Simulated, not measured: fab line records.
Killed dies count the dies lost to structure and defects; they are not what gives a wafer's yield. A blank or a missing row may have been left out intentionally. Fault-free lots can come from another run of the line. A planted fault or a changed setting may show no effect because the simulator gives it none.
What tool caused it? + flow rit cmos + 15 lots with 45 wafers sampled at 4 steps, on a route of 202 steps

## WHAT THE GAUGES READ, wafer by wafer
RIT_SDANNEAL_RS_MEAS_07: uses a four-point probe to measure.
| lot  | measured    | on            | NLDD_RS (ohm/sq)  |
|------|-------------|---------------|-------------------|
| L324 | day 3 15:38 | film metro-03 | 151.3 151.3 151.5 |
| L326 | day 4 02:24 | film metro-03 | 151.6 151.4 151.6 |
| L327 | day 4 06:30 | film metro-01 | 151.8 151.3 151.2 |
| L331 | day 4 23:11 | film metro-03 | 152.0 152.0 151.2 |
| L332 | day 5 11:59 | film metro-02 | 151.7 151.8 151.7 |
| L333 | day 5 12:17 | film metro-01 | 151.5 151.6 151.5 |
| L334 | day 5 15:59 | film metro-02 | 151.8 151.6 151.5 |
| L339 | day 6 12:17 | film metro-03 | 151.4 151.4 151.1 |
| L340 | day 6 22:42 | film metro-02 | 150.5 151.3 151.0 |
| L341 | day 7 06:37 | film metro-03 | 151.3 151.1 150.9 |
| L342 | day 7 08:59 | film metro-01 | 151.5 151.9 151.6 |
| L343 | day 7 13:00 | film metro-01 | 151.7 150.9 151.2 |
| L344 | day 7 16:24 | film metro-01 | 151.7 152.1 151.3 |
| L345 | day 7 21:20 | film metro-02 | 150.8 150.8 150.8 |
| L346 | day 8 03:11 | film metro-02 | 151.1 151.1 151.0 |

RIT_CONTACT_CD_MEAS_90: target cd 1000 nm.
| lot  | measured    | on        | cd nm (nm)           |
|------|-------------|-----------|----------------------|
| L324 | day 3 18:11 | cd sem-02 | 997.4 1000.1 998.4   |
| L326 | day 4 05:06 | cd sem-01 | 1000.0 998.6 998.6   |
| L327 | day 4 08:56 | cd sem-01 | 999.3 999.2 999.3    |
| L331 | day 5 01:35 | cd sem-02 | 1001.5 1002.0 1005.6 |
| L332 | day 5 14:43 | cd sem-01 | - - -                |
| L333 | day 5 14:55 | cd sem-02 | - - -                |
| L334 | day 5 18:44 | cd sem-02 | - - -                |
| L339 | day 6 14:48 | cd sem-02 | 1000.2 1001.4 1001.8 |
| L340 | day 7 01:06 | cd sem-02 | 1003.2 998.7 1003.4  |
| L341 | day 7 09:11 | cd sem-02 | 998.6 1000.6 999.8   |
| L342 | day 7 11:25 | cd sem-01 | 1000.3 1000.8 1002.7 |
| L343 | day 7 15:31 | cd sem-02 | 1001.7 999.6 1000.3  |
| L344 | day 7 19:07 | cd sem-02 | 1001.5 998.2 1001.0  |
| L345 | day 7 23:48 | cd sem-02 | 999.6 1000.7 997.9   |
| L346 | day 8 05:38 | cd sem-02 | 998.5 1001.0 1000.4  |

## TOOL THAT RAN EACH LOT (tool first, then ch and the chambers of the sampled wafers, then the start)
| lot  | RIT_CONTACT_ETCH_11               | RIT_CONTACT_STRIP_12                |
|------|-----------------------------------|-------------------------------------|
| L324 | rie diel-02 ch 0,1,2, day 3 17:49 | plasma asher-02 ch 0,1, day 3 18:01 |
| L326 | rie diel-04 ch 0,3, day 4 04:43   | plasma asher-02 ch 1, day 4 04:55   |
| L327 | rie diel-02 ch 2,3, day 4 08:34   | plasma asher-02 ch 0,1, day 4 08:46 |
| L331 | rie diel-02 ch 2,3, day 5 01:12   | plasma asher-03 ch 0,1, day 5 01:23 |
| L332 | rie diel-02 ch 0,2, day 5 14:20   | plasma asher-01 ch 0, day 5 14:32   |
| L333 | rie diel-01 ch 0,1,2, day 5 14:29 | plasma asher-01 ch 0,1, day 5 14:46 |
| L334 | rie diel-02 ch 0,1,3, day 5 18:22 | plasma asher-03 ch 0,1, day 5 18:33 |
| L339 | rie diel-01 ch 0,1,2, day 6 14:26 | plasma asher-02 ch 0,1, day 6 14:38 |
| L340 | rie diel-01 ch 0,2, day 7 00:43   | plasma asher-01 ch 0,1, day 7 00:55 |
| L341 | rie diel-02 ch 0,1, day 7 08:47   | plasma asher-02 ch 0,1, day 7 08:59 |
| L342 | rie diel-01 ch 0,1,2, day 7 11:02 | plasma asher-02 ch 0,1, day 7 11:14 |
| L343 | rie diel-02 ch 0,1,2, day 7 15:09 | plasma asher-03 ch 0,1, day 7 15:20 |
| L344 | rie diel-02 ch 0,1,3, day 7 18:44 | plasma asher-02 ch 0,1, day 7 18:56 |
| L345 | rie diel-04 ch 0,1,3, day 7 23:25 | plasma asher-01 ch 0,1, day 7 23:36 |
| L346 | rie diel-01 ch 1,2,3, day 8 05:14 | plasma asher-01 ch 0,1, day 8 05:29 |
- RIT_CONTACT_ETCH_11: etches SiO2 in CHF3/CF4/Ar, stops on TiSi2, target depth 480 nm, time 320 s.
- RIT_CONTACT_STRIP_12: strips in O2, time 180 s.

## WHAT THE TOOLS THEMSELVES READ (means of the sampled wafers that have a number; where no wafer has one, the mark that the record gives instead)
RIT_CONTACT_ETCH_11.
| lot  | tool        | CHF3_flow_sccm (sccm) | O2_flow_sccm (sccm) | drypump motor current A (A) | oes product au (a.u.) | throttle valve pct (%) |
|------|-------------|-----------------------|---------------------|-----------------------------|-----------------------|------------------------|
| L324 | rie diel-02 | 49.98                 | 5.010               | 6.0                         | 0.987                 | 8.79                   |
| L326 | rie diel-04 | 49.81                 | 5.017               | 5.5                         | 0.985                 | 8.89                   |
| L327 | rie diel-02 | 50.01                 | 5.000               | 5.9                         | 1.020                 | 8.88                   |
| L331 | rie diel-02 | 50.03                 | 4.987               | 6.0                         | 1.023                 | 8.88                   |
| L332 | rie diel-02 | -                     | -                   | -                           | -                     | -                      |
| L333 | rie diel-01 | -                     | -                   | -                           | -                     | -                      |
| L334 | rie diel-02 | -                     | -                   | -                           | -                     | -                      |
| L339 | rie diel-01 | 50.02                 | 4.999               | 6.1                         | 0.979                 | 8.96                   |
| L340 | rie diel-01 | 49.96                 | 4.988               | 6.0                         | 0.986                 | 8.96                   |
| L341 | rie diel-02 | 49.94                 | 5.001               | 6.2                         | 0.978                 | 8.75                   |
| L342 | rie diel-01 | 49.89                 | 5.003               | 6.1                         | 0.980                 | 8.96                   |
| L343 | rie diel-02 | 50.05                 | 5.005               | 6.0                         | 0.984                 | 8.80                   |
| L344 | rie diel-02 | 50.04                 | 4.994               | 6.1                         | 0.993                 | 8.78                   |
| L345 | rie diel-04 | 49.94                 | 4.999               | 5.4                         | 0.992                 | 8.79                   |
| L346 | rie diel-01 | 49.95                 | 5.004               | 5.6                         | 0.982                 | 9.02                   |

RIT_CONTACT_STRIP_12.
| lot  | tool            | drypump motor current A (A) |
|------|-----------------|-----------------------------|
| L324 | plasma asher-02 | 6.31                        |
| L326 | plasma asher-02 | 6.30                        |
| L327 | plasma asher-02 | 6.29                        |
| L331 | plasma asher-03 | 6.08                        |
| L332 | plasma asher-01 | 5.66                        |
| L333 | plasma asher-01 | 5.89                        |
| L334 | plasma asher-03 | 5.99                        |
| L339 | plasma asher-02 | 6.30                        |
| L340 | plasma asher-01 | 5.89                        |
| L341 | plasma asher-02 | 6.25                        |
| L342 | plasma asher-02 | 6.28                        |
| L343 | plasma asher-03 | 6.06                        |
| L344 | plasma asher-02 | 6.25                        |
| L345 | plasma asher-01 | 6.11                        |
| L346 | plasma asher-01 | 5.89                        |

## THE ANSWER, worked out from the rows above alone
Rule: the usual values come from the lots themselves. The widest of any qualifying gaps counts: lots, ordered by their means at a reading, are off when they make up no more than a third of the lots, leave a main group of 4 or more, and stand apart from it by 3 or more times the standard deviation of that group's means. A main group whose means are all the same, to the digits that the tables above print for the reading, isn't used. A lot without any number at a reading at which 4 lots or more have one is off too. All remaining lots with rows at the step are treated as sound. The gauges are gone through in route order, then the tools' own readings, and for those a lot's mean is taken as printed above. At the first step where some lot is off, the reading lying furthest off is the one used; lots without a number count as furthest.
Off at RIT_CONTACT_CD_MEAS_90 (cd nm): L332, L333, L334. Without a number there: L332, L333, L334. Mean 1000.3 nm and standard deviation 1.2 in the main group.
A tool fits if, at a process step before that reading, it ran every lot that is off, and no sound lot after the first of them. Not tried: the gauges at RIT_CONTACT_CD_MEAS_90; whatever is off there is also off at RIT_CONTACT_ETCH_11, on other tools, and gauge error can't account for it. Of those tried, none fits.

## WHAT WAS PUT IN BY THE SIMULATOR
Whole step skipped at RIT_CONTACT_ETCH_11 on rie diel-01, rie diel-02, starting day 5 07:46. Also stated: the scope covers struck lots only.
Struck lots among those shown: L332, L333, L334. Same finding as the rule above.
